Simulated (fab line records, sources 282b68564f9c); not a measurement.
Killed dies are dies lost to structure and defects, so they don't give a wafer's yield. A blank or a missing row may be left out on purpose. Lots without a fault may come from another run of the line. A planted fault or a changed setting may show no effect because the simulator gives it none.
Tool commonality check | flow rit_cmos | 14 lots, 42 wafers sampled

WHY IT WAS OPENED
At RIT_NLDD_TW_MEAS_10 the reading NLDD_TW is flagged on 2 of 14 lots. Wafers without a fault read 2474, standard deviation 20.
Rule: a lot is flagged when every wafer of it that has a number lies more than 4 standard deviations from that mean, or none has a number. The other lots count as sound.

lot  | measured    | on            | NLDD_TW, wafer by wafer | flag
L528 | day 2 18:13 | film_metro-02 | 2426 2437 2425          |
L534 | day 4 00:32 | film_metro-03 | 2493 2504 2497          |
L535 | day 4 04:28 | film_metro-02 | 2456 2455 2445          |
L536 | day 4 09:11 | film_metro-04 | 2492 2498 2494          |
L539 | day 5 01:45 | film_metro-03 | 2492 2512 2483          |
L540 | day 5 06:59 | film_metro-04 | 2478 2476 2487          |
L541 | day 5 11:12 | film_metro-02 | 2461 2438 2443          |
L542 | day 5 16:38 | film_metro-03 | 2497 2497 2484          |
L543 | day 5 22:32 | film_metro-04 | 2479 2478 2472          |
L544 | day 6 02:21 | film_metro-04 | 2467 2484 2475          |
L548 | day 6 22:43 | film_metro-04 | 2787 2779 2778          | FLAGGED
L549 | day 7 02:25 | film_metro-03 | 2785 2788 2795          | FLAGGED
L550 | day 7 08:25 | film_metro-02 | 2454 2459 2453          |
L551 | day 7 12:13 | film_metro-04 | 2460 2471 2473          |
The numbers of the flagged lots are 2785 on average: +311 against the usual, or +16 standard deviations.

WHICH TOOL RAN EACH LOT
The record holds 1 process step before the reading, out of a route of 202 steps. In each cell: the tool, then ch and the chambers that the sampled wafers went through, then the start.
lot  | flag    | RIT_NLDD_IMPLANT_08
L528 |         | implanter-01 ch 0, day 2 17:54
L534 |         | implanter-02 ch 0, day 4 00:13
L535 |         | implanter-02 ch 0, day 4 04:08
L536 |         | implanter-03 ch 0, day 4 08:52
L539 |         | implanter-03 ch 0, day 5 01:25
L540 |         | implanter-03 ch 0, day 5 06:41
L541 |         | implanter-02 ch 0, day 5 10:55
L542 |         | implanter-02 ch 0, day 5 16:19
L543 |         | implanter-03 ch 0, day 5 22:13
L544 |         | implanter-01 ch 0, day 6 02:02
L548 | FLAGGED | implanter-02 ch 0, day 6 22:26
L549 | FLAGGED | implanter-02 ch 0, day 7 02:06
L550 |         | implanter-01 ch 0, day 7 08:07
L551 |         | implanter-03 ch 0, day 7 11:53
What these steps do:
- RIT_NLDD_IMPLANT_08
- RIT_NLDD_TW_MEAS_10

FLAGGED OVER TOTAL, TOOL BY TOOL (the gauges that took the reading come last)
step                | tool          | lots run | flagged | share of the flagged lots | sound lots run after its first flagged lot
RIT_NLDD_IMPLANT_08 | implanter-01  | 3        | 0       | none                      | -
RIT_NLDD_IMPLANT_08 | implanter-02  | 6        | 2       | all                       | 0
RIT_NLDD_IMPLANT_08 | implanter-03  | 5        | 0       | none                      | -
RIT_NLDD_TW_MEAS_10 | film_metro-02 | 4        | 0       | none                      | -
RIT_NLDD_TW_MEAS_10 | film_metro-03 | 4        | 1       | some                      | 0
RIT_NLDD_TW_MEAS_10 | film_metro-04 | 6        | 1       | some                      | 1 (L551)

WHAT THE TABLE ALLOWS
1 row of the table ran every flagged lot: implanter-02 at RIT_NLDD_IMPLANT_08.
- implanter-02 at RIT_NLDD_IMPLANT_08: 2 of its 6 lots flagged. Its last sound lot is L542 (day 5 16:19), its first flagged lot L548 (day 6 22:26): a fault that began between those two fits. Its own readings lie more than 4 standard deviations out on every wafer of the flagged lots: dose_ions_cm2, faraday_current_uA.
One tool is left: implanter-02 at RIT_NLDD_IMPLANT_08.

WHAT THE SIMULATOR HAD PUT IN
Process parameter drift: implanter-02, from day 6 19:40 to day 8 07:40, at RIT_NLDD_IMPLANT_08. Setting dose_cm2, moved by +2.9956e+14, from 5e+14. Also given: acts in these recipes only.
Lots struck among those shown: L548, L549. The rule above found the same.
